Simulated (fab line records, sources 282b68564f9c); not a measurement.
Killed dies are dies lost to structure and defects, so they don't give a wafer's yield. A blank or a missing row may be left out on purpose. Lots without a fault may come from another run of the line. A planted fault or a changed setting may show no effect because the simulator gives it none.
A struck lot beside a sound one | flow rit_cmos | 36 steps out of a route of 202
Sound: wafers L942.1, L942.4, L942.6. Struck: wafers L950.1, L950.5, L950.6. The cause comes at the end.
At each step with rows: each side's tool, then ch and its chambers, then its first start. Under that, the readings that differ: sound wafers | struck wafers | difference of the means | sigmas: that difference in standard deviations of wafers without a fault.
alike: readings whose means differ by less than 2 such deviations, and words and numbers that are the same on both sides. not compared: withheld readings, readings that some wafer has no value for, bounds like >300 that may hide the same value, and numbers for which the record gives no deviation and whose values overlap.
The two part at a step that has a row with sigmas, a row that says differs or no value, or rows on one side only. Numbers that don't overlap but have no deviation are shown without sigmas and don't part them. A reading that every wafer of one side lacks parts them only if that side has two wafers or more.

first, 9 steps without rows for these wafers: RIT_ACTIVE_DEVELOP_10 (develop time 50 s); RIT_ACTIVE_HARDBAKE_12 (time 60 s); RIT_ACTIVE_ETCH_13 (etches Si3N4 in SF6, stops on SiO2, time 210 s, target depth 210 nm); RIT_ACTIVE_STRIP_14 (strips in O2, time 180 s); RIT_ACTIVE_CLEAN_15 (cleans in SC1, time 600 s); RIT_ACTIVE_CLEAN_16 (cleans in dHF, time 30 s); RIT_ACTIVE_CLEAN_17 (cleans in SC2, time 600 s); RIT_FOX1_OXIDATION_00 (target thk 350.7 nm, ox time 1130 s); RIT_FOX1_WET_ETCH_02 (etches SiO2 in BOE, target depth 350 nm, time 390 s).
RIT_FOX2_OXIDATION_00: target thk 350.7 nm, ox time 1130 s.
  sound on furnace-04 ch 0, day 2 18:58; struck on furnace-04 ch 0, day 4 10:55
  reading                                     | sound             | struck            | difference | sigmas
  ox_time_s (s)                               | 1130 1130 1130    | 508.5 508.5 508.5 | -621.5     |
  model.SiO2_of_FOX2_OXIDATION_00.thk_nm (nm) | 350.9 352.4 346.5 | 215.8 217.6 212.2 | -134.7     |
  model.Si3N4_of_ACTIVE_CVD_03.thk_nm (nm)    | 132.2 130.5 129.8 | 133.8 133.8 132.7 | +2.6       |
RIT_FOX2_THK_MEAS_01:
  sound on film_metro-03, day 2 20:17; struck on film_metro-03, day 4 12:13
  reading             | sound       | struck      | difference | sigmas
  FOX2_OXIDE_THK (nm) | 351 352 346 | 216 218 212 | -134       | -23
RIT_FOX2_CLEAN_02: cleans in dHF, time 180 s.
  sound on wet_bench-04 ch 0, day 2 20:20; struck on wet_bench-04 ch 0, day 4 12:17
  reading                                  | sound           | struck            | difference | sigmas
  model.Si3N4_of_ACTIVE_CVD_03.thk_nm (nm) | 131.7 130 129.4 | 133.3 133.4 132.2 | +2.6       |
then, 1 step without rows for these wafers: RIT_FOX2_WET_ETCH_03 (etches Si3N4 in H3PO4, target depth 195 nm, time 2700 s).
RIT_FOX2_THK_MEAS_90:
  sound on film_metro-03, day 2 21:09; struck on film_metro-03, day 4 13:15
  reading                     | sound       | struck      | difference | sigmas
  FIELD_OXIDE_LEFT_1_THK (nm) | 324 325 319 | 188 190 185 | -135       | -23
then, 19 steps without rows for these wafers: RIT_NWELL_HMDS_00 (prime time 60 s); RIT_NWELL_COAT_01 (resist thk 1300 nm); RIT_NWELL_SOFTBAKE_02 (time 60 s); RIT_NWELL_EXPOSE_03 (exposes mask M2, target cd 43900 nm); RIT_NWELL_PEB_04; RIT_NWELL_DEVELOP_05 (develop time 68 s); RIT_NWELL_HARDBAKE_07 (time 120 s); RIT_NWELL_IMPLANT_08; RIT_NWELL_STRIP_09 (strips in O2, time 180 s); RIT_PWELL_HMDS_00 (prime time 60 s); RIT_PWELL_COAT_01 (resist thk 1300 nm); RIT_PWELL_SOFTBAKE_02 (time 60 s); RIT_PWELL_EXPOSE_03 (exposes mask M3, target cd 43700 nm); RIT_PWELL_PEB_04; RIT_PWELL_DEVELOP_05 (develop time 68 s); RIT_PWELL_HARDBAKE_07 (time 120 s); RIT_PWELL_IMPLANT_08; RIT_PWELL_STRIP_09 (strips in O2, time 180 s); RIT_WELLDRIVE_ANNEAL_00 (time 14700 s).
RIT_FOX2_THK_MEAS_91:
  sound on film_metro-03, day 3 09:40; struck on film_metro-03, day 5 01:24
  reading                     | sound       | struck      | difference | sigmas
  FIELD_OXIDE_LEFT_2_THK (nm) | 255 257 251 | 120 123 116 | -135       | -23
RIT_SILICIDE_WET_ETCH_00: etches SiO2 in BOE, target depth 14 nm, time 15 s.
  sound on wet_bench-04 ch 3, day 4 04:10; struck on wet_bench-03 ch 0, day 5 20:53
  reading                                     | sound             | struck            | difference | sigmas
  model.SiO2_of_FOX2_OXIDATION_00.thk_nm (nm) | 150.2 151.6 146.2 | 14.67 17.02 12.08 | -134.74    |
RIT_M1_PROBE_99:
  sound on prober-02, day 4 11:04; struck on prober-02, day 6 03:49
  reading                             | sound                | struck               | difference | sigmas
  model.etest.nldd.width_nm (nm)      | 3159 3141 3174       | 3266 3274 3294       | +120       |
  model.etest.pldd.width_nm (nm)      | 3165 3136 3162       | 3264 3279 3263       | +114       |
  model.etest.pplus_sal.width_nm (nm) | 3433 3430 3446       | 3516 3508 3535       | +83        |
  model.etest.nplus_sal.width_nm (nm) | 3431 3435 3433       | 3515 3517 3506       | +80        |
  model.etest.pwell.rs_ohm_sq         | 410.6 414.7 417.3    | 386.9 386.2 384.5    | -28.3      |
  model.etest.nmos_narrow.drive_ua_um | 222 219 225.4        | 239.7 244.7 247.5    | +21.8      |
  model.etest.field_p_metal.vt_v (V)  | -28.38 -28.54 -29.13 | -44.46 -44.65 -44.61 | -15.89     |
  model.etest.field_n.vt_v (V)        | 34.79 35.06 34.36    | 20.68 20.97 20.3     | -14.09     |
  alike: killed_at_contacts, killed_at_front_end, killed_dies, killed_open, killed_short

WHERE THEY PART
First at RIT_FOX2_THK_MEAS_01; last, within this record, at RIT_FOX2_THK_MEAS_91. Later steps at which nothing parts them and some readings are alike: RIT_M1_PROBE_99.

WHY: what the simulator had put in
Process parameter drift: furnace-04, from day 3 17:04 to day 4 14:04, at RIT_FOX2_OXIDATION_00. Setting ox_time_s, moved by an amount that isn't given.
